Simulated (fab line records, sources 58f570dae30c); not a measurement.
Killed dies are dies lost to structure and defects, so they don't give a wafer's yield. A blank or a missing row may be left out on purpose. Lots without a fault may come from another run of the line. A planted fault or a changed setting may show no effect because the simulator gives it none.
fab line records | flow berkeley_cmos170 | part 1 of 2: steps 1 to 32 of 45
record lots=5 wafers=15 last_day=13
route steps=331 shown NWELL@31 PWELL@34 WELLDRIVE@55 ACTIVE@60
lots that met no fault: from a run of the same line without faults
start_h: hours from the record's first day to the start of the lot's first wafer shown | wait_h: hours since the lot's step before | " the same as in the row above | L1.1+2: a row that stands for several wafers | - no value, or no start given | * or withheld: withheld | < > ~ a bound
route shown NAME@n: a module of which the file shows steps, and the number in the route of the first | usual: mean/standard deviation of fault-free wafers | same: alike in all rows | chamber/n: place in a boat | sites: the reading at each site | _std_site: their standard deviation | _edge_site: outer sites' mean less inner sites' | radius_mm: how far each site lies from the wafer's centre | mask NAME#n: copy n | behind: the tool/chamber that last shaped the wafer | hold: why the lot was held/for how many hours/how that ended | device: the transistor (n, p or np) that didn't switch | end of line: the same wafers' tests at the end of the route | a step without rows: its recipe alone | killed: dies lost to structure and defects at the first sort, not the wafer's yield | map: a wafer's dies, x killed, . not, _ none there
set.NAME: the setting as run; set.NAME@STEP: as run at that earlier step | model.NAME: the simulator's own value behind a step, which no gauge read
lots at some steps of the route; a table a step, a row a wafer
services: from which hour (start_h, from the record's first day; less than 0 if before it) a tool's chamber was out of use, for how many hours, and why
## steps
# step UCB170_NWELL_CLEAN_17
# recipe chemistry=SPM temp_c=120 time_s=600
# columns lot.wafer tool chamber start_h wait_h
L077.1+3+5 wet_bench-03 0 50.78 0.1
L086.1+3+5 wet_bench-01 2 99.49 0.1
L090.1+3+6 wet_bench-01 3 119.37 0.9
L092.1+5+6 wet_bench-02 3 125.92 0.1
L094.2+4+6 wet_bench-02 3 136.94 0.0
# step UCB170_NWELL_WET_ETCH_18
# recipe chemistry=H3PO4 target=Si3N4 temp_c=160 time_s=14400
# columns lot.wafer tool chamber start_h wait_h
L077.1+3+5 wet_bench-03 0 50.95 0.0
L086.1+3+5 wet_bench-01 2 99.66 0.0
L090.1+3+6 wet_bench-01 2 119.73 0.2
L092.1+5+6 wet_bench-01 3 126.09 0.0
L094.2+4+6 wet_bench-01 1 137.11 0.0
# step UCB170_NWELL_WET_ETCH_19
# recipe chemistry=BOE dilution=5:1 target=SiO2 temp_c=25 time_s=22
# columns lot.wafer tool chamber start_h wait_h
L077.1+3+5 wet_bench-03 2 55.68 0.7
L086.1+3+5 wet_bench-02 2 103.67 0.0
L090.1+3+6 wet_bench-02 0 123.74 0.0
L092.1+5+6 wet_bench-01 3 130.10 0.0
L094.2+4+6 wet_bench-02 1 145.13 0.0
# step UCB170_PWELL_CLEAN_00
# recipe chemistry=SPM temp_c=120 time_s=600
# columns lot.wafer tool chamber start_h wait_h
L077.1+3+5 wet_bench-03 1 55.87 0.2
L086.1+3+5 wet_bench-03 2 103.68 0.0
L090.1+3+6 wet_bench-01 3 123.76 0.0
L092.1+5+6 wet_bench-01 3 130.11 0.0
L094.2+4+6 wet_bench-01 3 145.14 0.0
# step UCB170_PWELL_CLEAN_01
# recipe chemistry=dHF dilution=25:1 time_s=60
# columns lot.wafer tool chamber start_h wait_h
L077.1+3+5 wet_bench-03 2 56.23 0.2
L086.1+3+5 wet_bench-01 3 103.86 0.0
L090.1+3+6 wet_bench-02 0 123.93 0.0
L092.1+5+6 wet_bench-01 3 130.29 0.0
L094.2+4+6 wet_bench-03 2 145.32 0.0
# step UCB170_PWELL_OXIDATION_02
# recipe temp_c=1000 ambient=O2 target_thk_a=264 ox_time_s=1260
# usual ox_temp_c=1000.0/0.38 spike_tc_source_C=1026.0/1.3
# columns lot.wafer tool chamber start_h wait_h ox_temp_c spike_tc_source_C
L077.1 furnace-02 0 60.59 4.3 999.9 1026.2
L077.3 " 0 " " 999.7 1024.7
L077.5 " 0 " " 999.6 1026.5
L086.1 furnace-01 0 108.45 4.6 999.9 1026.3
L086.3 " 0 " " 999.9 1025.7
L086.5 " 0 " " 1000.4 1023.4
L090.1 furnace-04 0 127.58 3.6 999.4 1027.1
L090.3 " 0 " " 1000.1 1026.2
L090.6 " 0 " " 999.6 1026.9
L092.1 furnace-01 0 136.37 6.0 1000.2 1025.2
L092.5 " 0 " " 1000.3 1025.2
L092.6 " 0 " " 1000.5 1024.8
L094.2 furnace-01 0 151.48 6.1 1000.3 1025.9
L094.4 " 0 " " 999.6 1024.6
L094.6 " 0 " " 1000.1 1026.4
# step UCB170_PWELL_THK_MEAS_03
# recipe reads=SiO2_of_PWELL_OXIDATION_02
# usual PWELL_OXIDE_THK=26.6/0.54
# columns lot.wafer tool chamber start_h wait_h PWELL_OXIDE_THK[nm]
L077.1 film_metro-02 - 61.96 0.0 27.2
L077.3 " - " " 27.2
L077.5 " - " " 27.1
L086.1 film_metro-02 - 109.80 0.0 26.9
L086.3 " - " " 26.5
L086.5 " - " " 26.4
L090.1 film_metro-03 - 128.93 0.0 26.8
L090.3 " - " " 26.3
L090.6 " - " " 26.7
L092.1 film_metro-03 - 137.72 0.0 26.6
L092.5 " - " " 27.0
L092.6 " - " " 26.7
L094.2 film_metro-03 - 152.84 0.0 27.6
L094.4 " - " " 27.5
L094.6 " - " " 26.7
# step UCB170_PWELL_ANNEAL_04
# recipe temp_c=1000 time_s=900 ambient=N2
# usual spike_tc_source_C=1026.3/1.3
# columns lot.wafer tool chamber start_h wait_h spike_tc_source_C
L077.1 furnace-01 0 65.45 3.5 1027.2
L077.3 " 0 " " 1026.9
L077.5 " 0 " " 1025.2
L086.1 furnace-04 0 113.88 4.1 1025.7
L086.3 " 0 " " 1026.4
L086.5 " 0 " " 1025.4
L090.1 furnace-02 0 132.14 3.2 1028.0
L090.3 " 0 " " 1026.9
L090.6 " 0 " " 1026.9
L092.1 furnace-01 0 143.40 5.7 1024.8
L092.5 " 0 " " 1024.7
L092.6 " 0 " " 1025.4
L094.2 furnace-04 0 156.86 4.0 1025.6
L094.4 " 0 " " 1025.9
L094.6 " 0 " " 1026.6
# step UCB170_PWELL_CVD_05
# recipe material=Si3N4 target_thk_nm=220 temp_c=800 precursor=SiH2Cl2/NH3 time_s=3300 pressure_mtorr=200 sih2cl2_flow_sccm=25 nh3_flow_sccm=75
# usual spike_tc_source_C=819.3/2.7
# columns lot.wafer tool chamber start_h wait_h spike_tc_source_C
L077.1 lpcvd-02 0 66.70 0.0 820.4
L077.3 " 0 " " 821.8
L077.5 " 0 " " 821.6
L086.1 lpcvd-02 0 115.13 0.0 821.7
L086.3 " 0 " " 822.8
L086.5 " 0 " " 820.6
L090.1 lpcvd-02 0 133.56 0.2 821.3
L090.3 " 0 " " 821.8
L090.6 " 0 " " 820.1
L092.1 lpcvd-02 0 144.65 0.0 822.8
L092.5 " 0 " " 822.5
L092.6 " 0 " " 820.6
L094.2 lpcvd-02 1 158.11 0.0 815.9
L094.4 " 1 " " 817.1
L094.6 " 1 " " 817.3
# step UCB170_PWELL_THK_MEAS_06
# recipe reads=Si3N4_of_PWELL_CVD_05
# usual PWELL_NITRIDE_THK=220.3/1.9
# columns lot.wafer tool chamber start_h wait_h PWELL_NITRIDE_THK[nm]
L077.1 film_metro-02 - 68.62 0.0 219.3
L077.3 " - " " 218.4
L077.5 " - " " 221.4
L086.1 film_metro-01 - 117.04 0.0 222.1
L086.3 " - " " 220.6
L086.5 " - " " 221.6
L090.1 film_metro-03 - 135.48 0.0 221.8
L090.3 " - " " 219.8
L090.6 " - " " 219.6
L092.1 film_metro-01 - 146.57 0.0 221.0
L092.5 " - " " 220.6
L092.6 " - " " 222.0
L094.2 film_metro-03 - 160.04 0.0 222.7
L094.4 " - " " 222.5
L094.6 " - " " 222.6
# step UCB170_PWELL_HMDS_07
# recipe prime_time_s=60 prime_temp_c=100
# columns lot.wafer tool chamber start_h wait_h
L077.1+3+5 litho_track-04 0 68.90 0.3
L086.1+3+5 litho_track-01 0 117.33 0.3
L090.1+3+6 litho_track-04 0 135.93 0.4
L092.1+5+6 litho_track-04 0 146.63 0.1
L094.2+4+6 litho_track-04 0 160.36 0.3
# step UCB170_PWELL_COAT_08
# recipe resist=KrF spin_rpm=1500 resist_thk_nm=900
# columns lot.wafer tool chamber start_h wait_h
L077.1+3+5 litho_track-04 0 69.05 0.1
L086.1+3+5 litho_track-01 0 117.48 0.1
L090.1+3+6 litho_track-04 0 136.08 0.1
L092.1+5+6 litho_track-04 0 146.78 0.1
L094.2+4+6 litho_track-04 0 160.51 0.1
# step UCB170_PWELL_SOFTBAKE_09
# recipe resist=KrF temp_c=130 time_s=62.83
# usual plate_sensor_t_centre_C=131.41/0.0096 plate_sensor_t_edge_C=131.53/0.01
# columns lot.wafer tool chamber start_h wait_h plate_sensor_t_centre_C plate_sensor_t_edge_C
L077.1 litho_track-04 0 69.20 0.1 131.39 131.52
L077.3 " 0 " " 131.4 131.54
L077.5 " 0 " " 131.43 131.53
L086.1 litho_track-01 0 117.63 0.1 131.42 131.54
L086.3 " 0 " " 131.39 131.54
L086.5 " 0 " " 131.4 131.53
L090.1 litho_track-04 0 136.23 0.1 131.41 131.55
L090.3 " 0 " " 131.4 131.53
L090.6 " 0 " " 131.39 131.54
L092.1 litho_track-04 0 146.93 0.1 131.4 131.54
L092.5 " 0 " " 131.41 131.54
L092.6 " 0 " " 131.41 131.54
L094.2 litho_track-04 0 160.66 0.1 131.41 131.52
L094.4 " 0 " " 131.41 131.52
L094.6 " 0 " " 131.41 131.53
# step UCB170_PWELL_EXPOSE_10
# recipe mask_id=PWELL target_cd_nm=3000 na=0.5 sigma_outer=0.6 source_shape=conventional dose_mj=19
# columns lot.wafer tool chamber start_h wait_h mask
L077.1+3+5 krf_scanner-02 0 69.65 0.4 PWELL#0
L086.1+3+5 krf_scanner-01 0 117.94 0.3 PWELL#0
L090.1+3+6 krf_scanner-02 0 136.62 0.4 PWELL#0
L092.1+5+6 krf_scanner-01 0 147.08 0.1 PWELL#0
L094.2+4+6 krf_scanner-02 0 161.12 0.4 PWELL#0
# step UCB170_PWELL_PEB_11
# recipe peb_temp_c=130 peb_time_s=withheld resist=KrF
# columns lot.wafer tool chamber start_h wait_h
L077.1+3+5 litho_track-04 0 70.08 0.4
L086.1+3+5 litho_track-04 0 118.06 0.1
L090.1+3+6 litho_track-01 0 137.16 0.5
L092.1+5+6 litho_track-01 0 147.19 0.1
L094.2+4+6 litho_track-04 0 161.64 0.5
# step UCB170_PWELL_DEVELOP_12
# recipe developer=TMAH develop_time_s=45 resist=KrF dev_temp_c=21
# columns lot.wafer tool chamber start_h wait_h
L077.1+3+5 litho_track-04 0 - -
L086.1+3+5 litho_track-04 0 - -
L090.1+3+6 litho_track-01 0 - -
L092.1+5+6 litho_track-01 0 - -
L094.2+4+6 litho_track-04 0 - -
# step UCB170_PWELL_OVL_MEAS_13
# usual PWELL_OVL=-1/4.7
# columns lot.wafer tool chamber start_h wait_h PWELL_OVL[nm]
L077.1 overlay-01 - 70.35 - 1
L077.3 " - " " -4
L077.5 " - " " -1
L086.1 overlay-02 - 118.33 - -2
L086.3 " - " " 4
L086.5 " - " " 4
L090.1 overlay-02 - 137.43 - 0
L090.3 " - " " 0
L090.6 " - " " 6
L092.1 overlay-02 - 147.47 - 1
L092.5 " - " " 2
L092.6 " - " " 0
L094.2 overlay-02 - 161.89 - 3
L094.4 " - " " -7
L094.6 " - " " 0
# step UCB170_PWELL_ETCH_14
# recipe chemistry=CH3F/Ar/O2 target=Si3N4 stop_on=SiO2 CH3F_flow_sccm=20 Ar_flow_sccm=50 O2_flow_sccm=7 pressure_mtorr=50 rf_w=450 target_depth_a=2420 over_etch_frac=0.1 time_s=151
# usual drypump_motor_current_A=5.7/0.51 oes_product_au=0.940/0.016 throttle_valve_pct=8.05/0.1
# columns lot.wafer tool chamber start_h wait_h drypump_motor_current_A oes_product_au rf_hours_counter_h throttle_valve_pct
L077.1 rie_diel-03 0 70.39 0.0 5.9 0.919 31 7.85
L077.3 " 1 " " 5.6 0.929 3 8.12
L077.5 " 1 " " 5.6 0.936 - 8.13
L086.1 rie_diel-01 2 118.37 0.0 6.1 0.952 112 8.08
L086.3 " 1 " " 4.6 0.963 4 8.12
L086.5 " 3 " " 4.8 0.940 - 7.93
L090.1 rie_diel-01 0 137.47 0.0 5.6 0.938 65 7.93
L090.3 " 1 " " 4.6 0.967 5 8.12
L090.6 " 1 " " 4.6 0.957 - 8.11
L092.1 rie_diel-03 1 147.50 0.0 5.6 0.941 7 8.12
L092.5 " 2 " " 6.4 0.946 - 7.99
L092.6 " 1 " " 5.6 0.936 - 8.13
L094.2 rie_diel-03 0 161.92 0.0 5.9 0.924 36 7.86
L094.4 " 0 " " 6.0 0.915 - 7.85
L094.6 " 1 " " 5.6 0.942 - 8.15
# step UCB170_PWELL_IMPLANT_15
# recipe species=B dose_cm2=5e+12 energy_kev=60 tilt_deg=7
# columns lot.wafer tool chamber start_h wait_h
L077.1+3+5 implanter-02 0 70.49 0.1
L086.1+3+5 implanter-04 0 118.50 0.1
L090.1+3+6 implanter-04 0 137.57 0.1
L092.1+5+6 implanter-03 0 147.60 0.1
L094.2+4+6 implanter-04 0 162.05 0.1
# step UCB170_PWELL_STRIP_16
# recipe chemistry=O2 power_w=400 pressure_mtorr=3500 platen_temp_c=withheld o2_flow_sccm=400 overash_fraction=0.5
# usual drypump_motor_current_A=5.5/0.43 oes_product_au=0.720/0.0044 strip_time_to_endpoint_s=18.04/0.073
# columns lot.wafer tool chamber start_h wait_h drypump_motor_current_A oes_product_au rf_hours_counter_h strip_time_to_endpoint_s
L077.1 plasma_asher-04 1 70.64 0.1 5.0 0.721 34 17.96
L077.3 " 0 " " 5.4 0.720 - 18.10
L077.5 " 0 " " 5.4 0.725 - 18.09
L086.1 plasma_asher-02 1 118.65 0.1 5.1 0.726 30 18.15
L086.3 " 1 " " 5.1 0.721 - 18.16
L086.5 " 0 " " 6.2 0.722 - 18.10
L090.1 plasma_asher-02 1 137.72 0.1 5.1 0.717 32 17.98
L090.3 " 1 " " 5.1 0.718 - 17.99
L090.6 " 0 " " 6.2 0.715 - 17.95
L092.1 plasma_asher-02 0 147.75 0.1 6.2 0.718 33 17.97
L092.5 " 1 " " 5.1 0.722 - 17.91
L092.6 " 0 " " 6.3 0.721 - 17.96
L094.2 plasma_asher-03 1 162.18 0.1 5.8 0.717 5 18.07
L094.4 " 0 " " 5.6 0.720 - 18.12
L094.6 " 1 " " 5.8 0.712 - 18.02
# step UCB170_PWELL_TW_MEAS_17
# usual PWELL_TW=382/3
# columns lot.wafer tool chamber start_h wait_h PWELL_TW
L077.1 film_metro-01 - 70.81 0.1 387
L077.3 " - " " 388
L077.5 " - " " 388
L086.1 film_metro-01 - 118.75 0.1 386
L086.3 " - " " 383
L086.5 " - " " 384
L090.1 film_metro-03 - 137.82 0.1 380
L090.3 " - " " 380
L090.6 " - " " 379
L092.1 film_metro-03 - 147.85 0.1 380
L092.5 " - " " 379
L092.6 " - " " 379
L094.2 film_metro-01 - 162.29 0.1 385
L094.4 " - " " 386
L094.6 " - " " 385
# step UCB170_PWELL_CLEAN_18
# recipe chemistry=SPM temp_c=120 time_s=600
# columns lot.wafer tool chamber start_h wait_h
L077.1+3+5 wet_bench-02 1 72.81 2.0
L086.1+3+5 wet_bench-01 3 119.54 0.8
L090.1+3+6 wet_bench-02 1 137.88 0.1
L092.1+5+6 wet_bench-03 2 147.97 0.1
L094.2+4+6 wet_bench-02 3 162.34 0.0
# step UCB170_PWELL_WET_ETCH_19
# recipe chemistry=H3PO4 target=Si3N4 temp_c=160 time_s=14400
# columns lot.wafer tool chamber start_h wait_h
L077.1+3+5 wet_bench-02 2 73.28 0.3
L086.1+3+5 wet_bench-03 3 122.17 2.4
L090.1+3+6 wet_bench-02 0 138.05 0.0
L092.1+5+6 wet_bench-03 1 148.35 0.2
L094.2+4+6 wet_bench-03 0 162.51 0.0
# step UCB170_PWELL_WET_ETCH_20
# recipe chemistry=BOE dilution=5:1 target=SiO2 temp_c=25 time_s=22
# columns lot.wafer tool chamber start_h wait_h
L077.1+3+5 wet_bench-02 1 77.70 0.4
L086.1+3+5 wet_bench-03 1 126.72 0.2
L090.1+3+6 wet_bench-02 2 142.65 0.6
L092.1+5+6 wet_bench-03 0 152.73 0.0
L094.2+4+6 wet_bench-02 3 167.11 0.2
# step UCB170_WELLDRIVE_CLEAN_00
# recipe chemistry=SPM temp_c=120 time_s=600
# columns lot.wafer tool chamber start_h wait_h
L077.1+3+5 wet_bench-03 0 78.79 1.1
L086.1+3+5 wet_bench-02 0 129.60 2.9
L090.1+3+6 wet_bench-02 3 142.84 0.2
L092.1+5+6 wet_bench-03 3 152.74 0.0
L094.2+4+6 wet_bench-03 1 167.15 0.0
# step UCB170_WELLDRIVE_OXIDATION_01
# recipe temp_c=1100 ambient=O2 target_thk_a=1990 ox_time_s=9000
# usual ox_temp_c=1100.0/0.48 spike_tc_source_C=1127.3/1.3
# columns lot.wafer tool chamber start_h wait_h ox_temp_c spike_tc_source_C
L077.1 furnace-01 0 82.15 3.2 1100.0 1125.4
L077.3 " 0 " " 1100.6 1125.1
L077.5 " 0 " " 1100.8 1126.6
L086.1 furnace-02 0 133.39 3.6 1100.0 1127.3
L086.3 " 0 " " 1100.5 1128.6
L086.5 " 0 " " 1099.3 1128.7
L090.1 furnace-04 0 146.51 3.5 1099.3 1127.5
L090.3 " 0 " " 1099.0 1129.3
L090.6 " 0 " " 1100.1 1127.4
L092.1 furnace-04 0 158.11 5.2 1099.9 1128.6
L092.5 " 0 " " 1099.7 1128.3
L092.6 " 0 " " 1099.6 1128.4
L094.2 furnace-04 0 171.39 4.1 1100.3 1126.1
L094.4 " 0 " " 1100.1 1127.8
L094.6 " 0 " " 1100.1 1127.2
# step UCB170_WELLDRIVE_THK_MEAS_02
# recipe reads=SiO2_of_WELLDRIVE_OXIDATION_01
# usual WELLDRIVE_OXIDE_THK=200.0/2.8
# columns lot.wafer tool chamber start_h wait_h WELLDRIVE_OXIDE_THK[nm]
L077.1 film_metro-02 - 85.65 0.0 194.6
L077.3 " - " " 194.3
L077.5 " - " " 197.4
L086.1 film_metro-04 - 136.89 0.0 202.3
L086.3 " - " " 198.6
L086.5 " - " " 197.8
L090.1 film_metro-01 - 150.01 0.0 203.9
L090.3 " - " " 201.3
L090.6 " - " " 200.0
L092.1 film_metro-02 - 161.61 0.0 200.5
L092.5 " - " " 200.3
L092.6 " - " " 200.2
L094.2 film_metro-01 - 174.90 0.0 197.0
L094.4 " - " " 200.1
L094.6 " - " " 199.9
# step UCB170_WELLDRIVE_ANNEAL_03
# recipe temp_c=1103 time_s=900 ambient=N2
# usual spike_tc_source_C=1130.7/1.2
# columns lot.wafer tool chamber start_h wait_h spike_tc_source_C
L077.1 furnace-01 0 92.65 7.0 1128.2
L077.3 " 0 " " 1130.6
L077.5 " 0 " " 1129.5
L086.1 furnace-02 0 142.22 5.3 1130.3
L086.3 " 0 " " 1131.5
L086.5 " 0 " " 1131.6
L090.1 furnace-01 0 154.17 4.1 1129.7
L090.3 " 0 " " 1130.4
L090.6 " 0 " " 1128.6
L092.1 furnace-02 0 167.21 5.6 1132.0
L092.5 " 0 " " 1131.7
L092.6 " 0 " " 1130.6
L094.2 furnace-02 0 177.91 3.0 1132.2
L094.4 " 0 " " 1131.1
L094.6 " 0 " " 1129.9
# step UCB170_WELLDRIVE_WET_ETCH_04
# recipe chemistry=BOE dilution=5:1 target=SiO2 temp_c=25 time_s=120
# columns lot.wafer tool chamber start_h wait_h
L077.1+3+5 wet_bench-02 0 93.90 0.0
L086.1+3+5 wet_bench-03 0 143.47 0.0
L090.1+3+6 wet_bench-01 3 155.42 0.0
L092.1+5+6 wet_bench-03 2 168.46 0.0
L094.2+4+6 wet_bench-02 3 180.47 1.3
# step UCB170_ACTIVE_CLEAN_00
# recipe chemistry=SPM temp_c=120 time_s=600
# columns lot.wafer tool chamber start_h wait_h
L077.1+3+5 wet_bench-02 3 93.94 0.0
L086.1+3+5 wet_bench-02 3 143.52 0.0
L090.1+3+6 wet_bench-02 0 155.46 0.0
L092.1+5+6 wet_bench-01 1 168.51 0.0
L094.2+4+6 wet_bench-02 1 180.74 0.2
# step UCB170_ACTIVE_CLEAN_01
# recipe chemistry=dHF dilution=25:1 time_s=60
# columns lot.wafer tool chamber start_h wait_h
L077.1+3+5 wet_bench-02 2 94.14 0.0
L086.1+3+5 wet_bench-03 2 143.69 0.0
L090.1+3+6 wet_bench-02 2 155.63 0.0
L092.1+5+6 wet_bench-03 3 168.68 0.0
L094.2+4+6 wet_bench-03 0 182.56 1.6
# step UCB170_ACTIVE_OXIDATION_02
# recipe temp_c=1000 ambient=O2 target_thk_a=264 ox_time_s=1260
# usual ox_temp_c=1000.0/0.49 spike_tc_source_C=1026.3/1.2
# columns lot.wafer tool chamber start_h wait_h ox_temp_c spike_tc_source_C
L077.1 furnace-01 0 100.08 5.9 999.2 1023.9
L077.3 " 0 " " 1000.0 1024.0
L077.5 " 0 " " 999.7 1024.2
L086.1 furnace-02 0 147.84 4.1 1000.2 1027.1
L086.3 " 0 " " 999.6 1026.0
L086.5 " 0 " " 1000.3 1027.1
L090.1 furnace-02 0 161.51 5.9 999.3 1025.8
L090.3 " 0 " " 999.8 1026.3
L090.6 " 0 " " 998.6 1028.3
L092.1 furnace-02 0 173.96 5.3 1000.6 1026.9
L092.5 " 0 " " 999.9 1027.3
L092.6 " 0 " " 999.8 1028.6
L094.2 furnace-02 0 186.03 3.4 999.8 1028.2
L094.4 " 0 " " 999.5 1028.7
L094.6 " 0 " " 999.7 1025.4
